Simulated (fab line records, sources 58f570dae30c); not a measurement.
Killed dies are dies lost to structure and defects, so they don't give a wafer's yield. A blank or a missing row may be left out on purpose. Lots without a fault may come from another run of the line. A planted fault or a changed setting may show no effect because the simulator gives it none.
Tool commonality check | flow berkeley_cmos170 | 13 lots, 39 wafers sampled

WHY IT WAS OPENED
At UCB170_SACOX_THK_MEAS_02 the reading SACOX_OXIDE_THK is flagged on 2 of 13 lots. Wafers without a fault read 14.32 nm, standard deviation 0.24.
Rule: a lot is flagged when every wafer of it that has a number lies more than 4 standard deviations from that mean, or none has a number. The other lots count as sound.

lot  | measured     | on            | SACOX_OXIDE_THK (nm), wafer by wafer | flag
L546 | day 5 10:10  | film_metro-04 | 14.42 14.18 14.38                    |
L548 | day 5 18:46  | film_metro-04 | 14.53 14.50 14.49                    |
L547 | day 5 18:47  | film_metro-02 | 14.53 14.72 14.39                    |
L551 | day 6 15:04  | film_metro-02 | 14.21 14.59 14.21                    |
L549 | day 6 15:06  | film_metro-04 | 14.14 14.05 14.17                    |
L550 | day 6 15:08  | film_metro-02 | 14.28 14.18 14.04                    |
L552 | day 6 15:08  | film_metro-04 | 13.92 13.65 14.11                    |
L555 | day 7 06:52  | film_metro-02 | 14.34 14.69 14.61                    |
L553 | day 7 06:53  | film_metro-04 | 14.37 14.53 14.57                    |
L554 | day 7 06:53  | film_metro-01 | 14.38 14.41 14.21                    |
L565 | day 9 16:33  | film_metro-01 | 17.09 17.34 17.29                    | FLAGGED
L566 | day 9 23:50  | film_metro-01 | 17.25 17.18 17.11                    | FLAGGED
L569 | day 10 16:53 | film_metro-04 | 14.48 14.33 14.26                    |
The numbers of the flagged lots are 17.21 nm on average: +2.89 nm against the usual, or +12 standard deviations.

WHICH TOOL RAN EACH LOT
The record holds 0 process steps before the reading, out of a route of 331 steps. In each cell: the tool, then ch and the chambers that the sampled wafers went through, then the start.
lot  | flag
L546 |
L548 |
L547 |
L551 |
L549 |
L550 |
L552 |
L555 |
L553 |
L554 |
L565 | FLAGGED
L566 | FLAGGED
L569 |
What these steps do:
- UCB170_SACOX_THK_MEAS_02

FLAGGED OVER TOTAL, TOOL BY TOOL (the gauges that took the reading come last)
step                     | tool          | lots run | flagged | share of the flagged lots | sound lots run after its first flagged lot
UCB170_SACOX_THK_MEAS_02 | film_metro-01 | 3        | 2       | all                       | 0
UCB170_SACOX_THK_MEAS_02 | film_metro-02 | 4        | 0       | none                      | -
UCB170_SACOX_THK_MEAS_02 | film_metro-04 | 6        | 0       | none                      | -

WHAT THE TABLE ALLOWS
1 row of the table ran every flagged lot: film_metro-01 at UCB170_SACOX_THK_MEAS_02.
- film_metro-01 at UCB170_SACOX_THK_MEAS_02: 2 of its 3 lots flagged. Its last sound lot is L554 (day 7 06:53), its first flagged lot L565 (day 9 16:33): a fault that began between those two fits.
One tool is left: film_metro-01 at UCB170_SACOX_THK_MEAS_02.

WHAT THE SIMULATOR HAD PUT IN
Metrology matching offset: film_metro-01, from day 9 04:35 on, at UCB170_SACOX_THK_MEAS_02. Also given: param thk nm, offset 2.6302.
Lots struck among those shown: L565, L566. The rule above found the same.
